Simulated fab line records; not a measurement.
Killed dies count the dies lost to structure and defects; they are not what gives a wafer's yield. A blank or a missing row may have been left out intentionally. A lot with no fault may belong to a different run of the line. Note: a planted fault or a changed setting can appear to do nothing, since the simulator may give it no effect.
Which tool is to blame? | flow berkeley cmos170 | 21 wafers from 7 lots sampled at 2 of the route's 331 steps

WHAT THE GAUGES SHOWED, per wafer
UCB170_NWELL_THK_MEAS_02.
lot  | measured    | on            | NWELL_OXIDE_THK (nm)
L376 | day 2 04:00 | film metro-04 | 27.3 26.9 27.3
L379 | day 2 22:10 | film metro-04 | 26.1 26.7 26.4
L381 | day 3 07:41 | film metro-03 | 26.2 26.4 26.1
L383 | day 3 15:20 | film metro-01 | 26.8 26.4 26.1
L385 | day 3 23:11 | film metro-03 | 41.2 42.1 41.7
L387 | day 4 10:22 | film metro-04 | 26.3 26.0 25.9
L395 | day 5 23:23 | film metro-03 | 25.3 25.1 25.4

WHICH TOOL RAN EACH LOT (tool, then ch and the chambers of the sampled wafers, then the start)
lot  | UCB170_NWELL_OXIDATION_01
L376 | furnace-02 ch 0, day 2 02:38
L379 | furnace-03 ch 0, day 2 20:49
L381 | furnace-02 ch 0, day 3 06:19
L383 | furnace-03 ch 0, day 3 13:56
L385 | furnace-03 ch 0, day 3 21:49
L387 | furnace-04 ch 0, day 4 09:00
L395 | furnace-04 ch 0, day 5 22:01
- UCB170_NWELL_OXIDATION_01: target thk 26.4 nm, ox time 1260 s.

THE ANSWER, worked out from the rows above alone
Rule: the usual values come from the lots themselves. The widest of any qualifying gaps counts: lots, ordered by their means at a reading, are off when they make up no more than a third of the lots, leave a main group of 4 or more, and stand apart from it by 3 or more times the standard deviation of that group's means. If all means in a main group match to the digits the tables above print for the reading, that group is not used. A lot without any number at a reading at which 4 lots or more have one is off too. Where the step has rows for the other lots, those lots are counted as sound.
Off: L385, seen at UCB170_NWELL_THK_MEAS_02 (NWELL_OXIDE_THK). Mean 26.3 nm and standard deviation 0.56 in the main group.
A tool fits if, at a process step before that reading, it ran every lot that is off, and no sound lot after the first of them. Gauges at UCB170_NWELL_THK_MEAS_02: tried the same way as those tools. One fits: UCB170_NWELL_OXIDATION_01 on furnace-03. Its last sound lot is L383 (day 3 13:56), its first lot that is off L385 (day 3 21:49): a fault that began between those two fits.

WHAT THE SIMULATOR PUT IN
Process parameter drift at UCB170_NWELL_OXIDATION_01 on furnace-03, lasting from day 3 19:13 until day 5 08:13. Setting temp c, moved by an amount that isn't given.
Struck lots among those shown: L385. The rule above reached the same finding.
